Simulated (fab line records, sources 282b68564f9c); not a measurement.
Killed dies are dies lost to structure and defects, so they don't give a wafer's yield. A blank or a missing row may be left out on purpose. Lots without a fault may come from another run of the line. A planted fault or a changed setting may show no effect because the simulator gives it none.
Which tool did it? | flow rit_cmos | 14 lots, 42 wafers sampled, at 2 steps of a route of 202

WHAT THE GAUGES READ, wafer by wafer
RIT_SILICIDE_RS_MEAS_02: measures by four-point-probe. Usual: SILICIDE_TI_RS 47.7 ohm/sq, standard deviation 0.58.
lot  | measured    | on            | SILICIDE_TI_RS (ohm/sq) | flag
L614 | day 3 08:13 | film_metro-01 | 48.4 49.1 48.3          |
L615 | day 3 12:11 | film_metro-02 | 47.0 47.6 46.9          |
L616 | day 3 21:23 | film_metro-01 | 47.4 48.0 47.8          |
L617 | day 4 00:29 | film_metro-03 | 47.0 47.9 47.1          |
L620 | day 4 14:13 | film_metro-03 | 48.6 48.3 48.8          |
L621 | day 4 19:33 | film_metro-01 | 47.4 47.7 47.6          |
L622 | day 5 00:08 | film_metro-02 | 47.9 48.2 48.3          |
L623 | day 5 05:21 | film_metro-02 | 48.4 48.1 48.1          |
L626 | day 5 18:41 | film_metro-02 | 48.2 48.7 48.0          |
L627 | day 6 01:03 | film_metro-01 | 46.6 47.1 47.0          |
L629 | day 6 10:17 | film_metro-02 | 48.8 48.5 48.8          |
L630 | day 6 14:56 | film_metro-02 | 47.1 47.1 47.2          |
L635 | day 7 17:04 | film_metro-02 | 47.0 47.3 47.2          |
L636 | day 7 21:53 | film_metro-02 | 47.4 47.6 47.6          |

WHICH TOOL RAN EACH LOT (tool, then ch and the chambers of the sampled wafers, then the start)
lot  | RIT_SILICIDE_SPUTTER_01
L614 | pvd_sputter-01, day 3 08:04
L615 | pvd_sputter-04, day 3 12:02
L616 | pvd_sputter-01, day 3 21:14
L617 | pvd_sputter-04, day 4 00:18
L620 | pvd_sputter-01, day 4 14:02
L621 | pvd_sputter-04, day 4 19:23
L622 | pvd_sputter-01, day 4 23:57
L623 | pvd_sputter-04, day 5 05:12
L626 | pvd_sputter-01, day 5 18:32
L627 | pvd_sputter-03, day 6 00:54
L629 | pvd_sputter-03, day 6 10:08
L630 | pvd_sputter-01, day 6 14:46
L635 | pvd_sputter-04, day 7 16:55
L636 | pvd_sputter-01, day 7 21:41
- RIT_SILICIDE_SPUTTER_01: material Ti, target thk 30 nm, time 240 s.

WHAT THE TOOLS THEMSELVES READ (means of the sampled wafers that have a number; where no wafer has one, the mark that the record gives instead)
RIT_SILICIDE_SPUTTER_01. Usual: throttle_valve_pct 30.0 %, standard deviation 0.85.
lot  | tool           | throttle_valve_pct (%) | flag
L614 | pvd_sputter-01 | 29.3                   |
L615 | pvd_sputter-04 | 30.3                   |
L616 | pvd_sputter-01 | 30.2                   |
L617 | pvd_sputter-04 | 30.4                   |
L620 | pvd_sputter-01 | 29.9                   |
L621 | pvd_sputter-04 | 30.3                   |
L622 | pvd_sputter-01 | 29.4                   |
L623 | pvd_sputter-04 | 30.5                   |
L626 | pvd_sputter-01 | 29.5                   |
L627 | pvd_sputter-03 | 29.3                   |
L629 | pvd_sputter-03 | 30.0                   |
L630 | pvd_sputter-01 | 29.5                   |
L635 | pvd_sputter-04 | 30.5                   |
L636 | pvd_sputter-01 | 29.3                   |

THE ANSWER, worked out from the rows above alone
Rule: a lot is off if the mean of its wafers that have a number lies more than 3 standard deviations from the usual mean. A lot without any number at a reading at which 4 lots or more have one is off too. The other lots that the step has rows for count as sound. The gauges are gone through in route order, then the tools' own readings, and for those a lot's mean is taken as printed above. The first step at which some lot is off is used, and at that step the reading that is off furthest; a lot without a number counts as furthest.
No lot is off at any reading shown: from this, nothing can be told.

WHAT THE SIMULATOR HAD PUT IN
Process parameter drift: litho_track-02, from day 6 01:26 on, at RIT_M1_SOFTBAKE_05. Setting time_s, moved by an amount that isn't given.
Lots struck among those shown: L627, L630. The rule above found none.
